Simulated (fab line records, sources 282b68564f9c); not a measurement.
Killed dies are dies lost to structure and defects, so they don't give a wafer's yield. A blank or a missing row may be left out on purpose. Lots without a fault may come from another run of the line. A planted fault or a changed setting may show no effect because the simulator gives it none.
Which tool did it? | flow rit_cmos | 13 lots, 39 wafers sampled, at 6 steps of a route of 202

WHAT THE GAUGES READ, wafer by wafer
RIT_PWELL_OVL_MEAS_06. Usual: PWELL_OVL 0.1 nm, standard deviation 1.3.
lot  | measured    | on         | PWELL_OVL (nm) | flag
L276 | day 1 23:56 | overlay-02 | -0.3 -0.7 0.0  |
L277 | day 2 03:38 | overlay-01 | -1.3 -0.4 -1.3 |
L278 | day 2 08:01 | overlay-02 | -2.4 -1.7 -2.4 |
L279 | day 2 13:02 | overlay-01 | 0.0 0.4 -0.5   |
L282 | day 3 04:50 | overlay-01 | -0.6 -0.1 1.3  |
L284 | day 3 14:13 | overlay-01 | 0.3 0.9 0.1    |
L285 | day 3 18:51 | overlay-01 | 2.0 0.2 1.3    |
L292 | day 5 06:02 | overlay-01 | 1.0 0.4 0.8    |
L294 | day 5 16:49 | overlay-01 | -0.3 0.1 0.0   |
L295 | day 5 21:05 | overlay-02 | -0.2 -0.3 -1.8 |
L296 | day 6 02:20 | overlay-01 | 3.0 1.3 -0.2   |
L298 | day 6 13:23 | overlay-01 | 0.3 0.7 -1.0   |
L299 | day 6 16:52 | overlay-02 | 1.0 1.0 2.7    |

RIT_PRETRO_OVL_MEAS_06. Usual: PRETRO_OVL -0.3 nm, standard deviation 1.4.
lot  | measured    | on         | PRETRO_OVL (nm) | flag
L276 | day 2 08:24 | overlay-01 | -0.3 -0.7 0.0   |
L277 | day 2 12:22 | overlay-01 | 0.3 0.0 0.0     |
L278 | day 2 16:34 | overlay-01 | 0.7 1.1 0.8     |
L279 | day 2 21:38 | overlay-02 | 0.3 -1.3 2.1    |
L282 | day 3 13:55 | overlay-02 | - - -           | OFF
L284 | day 3 22:38 | overlay-02 | -1.7 -0.5 -1.3  |
L285 | day 4 03:32 | overlay-01 | -0.7 -0.5 1.1   |
L292 | day 5 14:56 | overlay-01 | -1.8 -0.5 -0.2  |
L294 | day 6 01:35 | overlay-02 | -1.8 -1.3 -0.1  |
L295 | day 6 05:58 | overlay-02 | -1.4 -0.2 -1.0  |
L296 | day 6 10:58 | overlay-01 | -1.7 -2.5 -2.1  |
L298 | day 6 21:50 | overlay-02 | -0.3 0.8 -2.5   |
L299 | day 7 01:46 | overlay-01 | -2.6 -3.2 -1.4  |

RIT_PRETRO_TW_MEAS_10. Usual: PRETRO_TW 479, standard deviation 7.6.
lot  | measured    | on            | PRETRO_TW         | flag
L276 | day 2 09:01 | film_metro-01 | 469 465 468       |
L277 | day 2 12:58 | film_metro-03 | 484 484 486       |
L278 | day 2 17:10 | film_metro-01 | 469 467 467       |
L279 | day 2 22:15 | film_metro-01 | 466 468 468       |
L282 | day 3 14:32 | film_metro-04 | 30 30 30 30 30 30 | OFF
L284 | day 3 23:15 | film_metro-04 | 481 482 480       |
L285 | day 4 04:10 | film_metro-01 | 470 468 469       |
L292 | day 5 15:39 | film_metro-01 | 470 469 472       |
L294 | day 6 02:13 | film_metro-03 | 488 492 488       |
L295 | day 6 06:35 | film_metro-04 | 484 482 482       |
L296 | day 6 11:34 | film_metro-01 | 473 470 471       |
L298 | day 6 22:26 | film_metro-03 | 491 491 492       |
L299 | day 7 02:23 | film_metro-04 | 481 483 484       |

RIT_SDANNEAL_RS_MEAS_04: measures by four-point-probe. Usual: PSD_RS 115.83 ohm/sq, standard deviation 0.3.
lot  | measured    | on            | PSD_RS (ohm/sq)      | flag
L276 | day 3 02:47 | film_metro-04 | 116.06 115.91 116.14 |
L277 | day 3 07:13 | film_metro-04 | 116.43 116.13 116.33 |
L278 | day 3 10:46 | film_metro-03 | 115.52 115.77 115.59 |
L279 | day 3 17:13 | film_metro-04 | 116.09 115.64 116.03 |
L284 | day 4 18:49 | film_metro-04 | 116.29 116.00 116.11 |
L285 | day 5 01:39 | film_metro-04 | 115.38 115.42 115.75 |
L292 | day 6 12:29 | film_metro-04 | 115.91 116.12 116.08 |
L294 | day 6 20:53 | film_metro-03 | 116.17 115.72 115.73 |
L295 | day 7 01:31 | film_metro-03 | 116.25 115.86 116.08 |
L296 | day 7 04:36 | film_metro-02 | 115.97 116.00 114.94 |
L298 | day 7 16:34 | film_metro-02 | 115.30 115.83 115.29 |
L299 | day 7 21:04 | film_metro-02 | 115.73 115.64 115.83 |

WHICH TOOL RAN EACH LOT (tool, then ch and the chambers of the sampled wafers, then the start)
lot  | RIT_PRETRO_EXPOSE_03               | RIT_GATE_STRIP_20
L276 | iline_stepper-02 ch 0, day 2 07:58 | plasma_asher-04 ch 0,1, day 2 14:46
L277 | iline_stepper-01 ch 0, day 2 11:56 | plasma_asher-04 ch 0,1, day 2 18:46
L278 | iline_stepper-01 ch 0, day 2 16:08 | plasma_asher-02 ch 0,1, day 2 22:33
L279 | iline_stepper-01 ch 0, day 2 21:13 | plasma_asher-04 ch 0,1, day 3 04:10
L282 | iline_stepper-02 ch 0, day 3 13:30 | -
L284 | iline_stepper-02 ch 0, day 3 22:13 | plasma_asher-04 ch 0,1, day 4 04:30
L285 | iline_stepper-01 ch 0, day 4 03:08 | plasma_asher-02 ch 0,1, day 4 13:04
L292 | iline_stepper-02 ch 0, day 5 14:17 | plasma_asher-01 ch 0, day 5 21:19
L294 | iline_stepper-02 ch 0, day 6 01:11 | plasma_asher-01 ch 0,1, day 6 07:14
L295 | iline_stepper-02 ch 0, day 6 05:32 | plasma_asher-02 ch 0,1, day 6 11:43
L296 | iline_stepper-02 ch 0, day 6 10:32 | plasma_asher-02 ch 0,1, day 6 16:28
L298 | iline_stepper-02 ch 0, day 6 21:24 | plasma_asher-02 ch 0,1, day 7 04:08
L299 | iline_stepper-02 ch 0, day 7 01:20 | plasma_asher-02 ch 0,1, day 7 08:27
- RIT_PRETRO_EXPOSE_03: exposes mask M5, target cd 43700 nm.
- RIT_GATE_STRIP_20: strips in O2, time 180 s.

WHAT THE TOOLS THEMSELVES READ (means of the sampled wafers that have a number; where no wafer has one, the mark that the record gives instead)
RIT_GATE_STRIP_20. Usual: chamber_pressure_mTorr 4000 mTorr, standard deviation 3.7; drypump_motor_current_A 5.7 A, standard deviation 0.57; rf_refl_power_W 7.7 W, standard deviation 1.1.
lot  | tool            | chamber_pressure_mTorr (mTorr) | drypump_motor_current_A (A) | rf_refl_power_W (W) | flag
L276 | plasma_asher-04 | 3999                           | 4.9                         | 7.4                 |
L277 | plasma_asher-04 | 3996                           | 5.1                         | 7.5                 |
L278 | plasma_asher-02 | 4000                           | 6.2                         | 8.5                 |
L279 | plasma_asher-04 | 3995                           | 5.1                         | 7.3                 |
L284 | plasma_asher-04 | 4002                           | 4.9                         | 7.4                 |
L285 | plasma_asher-02 | 4001                           | 6.0                         | 8.9                 |
L292 | plasma_asher-01 | 4000                           | 5.1                         | 6.7                 |
L294 | plasma_asher-01 | 3999                           | 5.7                         | 6.1                 |
L295 | plasma_asher-02 | 4000                           | 6.2                         | 8.7                 |
L296 | plasma_asher-02 | 4000                           | 6.3                         | 8.4                 |
L298 | plasma_asher-02 | 4000                           | 6.2                         | 8.5                 |
L299 | plasma_asher-02 | 4001                           | 6.2                         | 8.6                 |

THE ANSWER, worked out from the rows above alone
Rule: a lot is off if the mean of its wafers that have a number lies more than 3 standard deviations from the usual mean. A lot without any number at a reading at which 4 lots or more have one is off too. The other lots that the step has rows for count as sound. The gauges are gone through in route order, then the tools' own readings, and for those a lot's mean is taken as printed above. The first step at which some lot is off is used, and at that step the reading that is off furthest; a lot without a number counts as furthest.
Off: L282, at RIT_PRETRO_OVL_MEAS_06 (PRETRO_OVL). Without a number there: L282.
A tool fits if, at a process step before that reading, it ran every lot that is off, and no sound lot after the first of them. The gauges at RIT_PRETRO_OVL_MEAS_06 aren't tried: what is off there is off at RIT_PRETRO_TW_MEAS_10 too, on other tools, and a gauge's error can't cause that. None of those tried fits.

WHAT THE SIMULATOR HAD PUT IN
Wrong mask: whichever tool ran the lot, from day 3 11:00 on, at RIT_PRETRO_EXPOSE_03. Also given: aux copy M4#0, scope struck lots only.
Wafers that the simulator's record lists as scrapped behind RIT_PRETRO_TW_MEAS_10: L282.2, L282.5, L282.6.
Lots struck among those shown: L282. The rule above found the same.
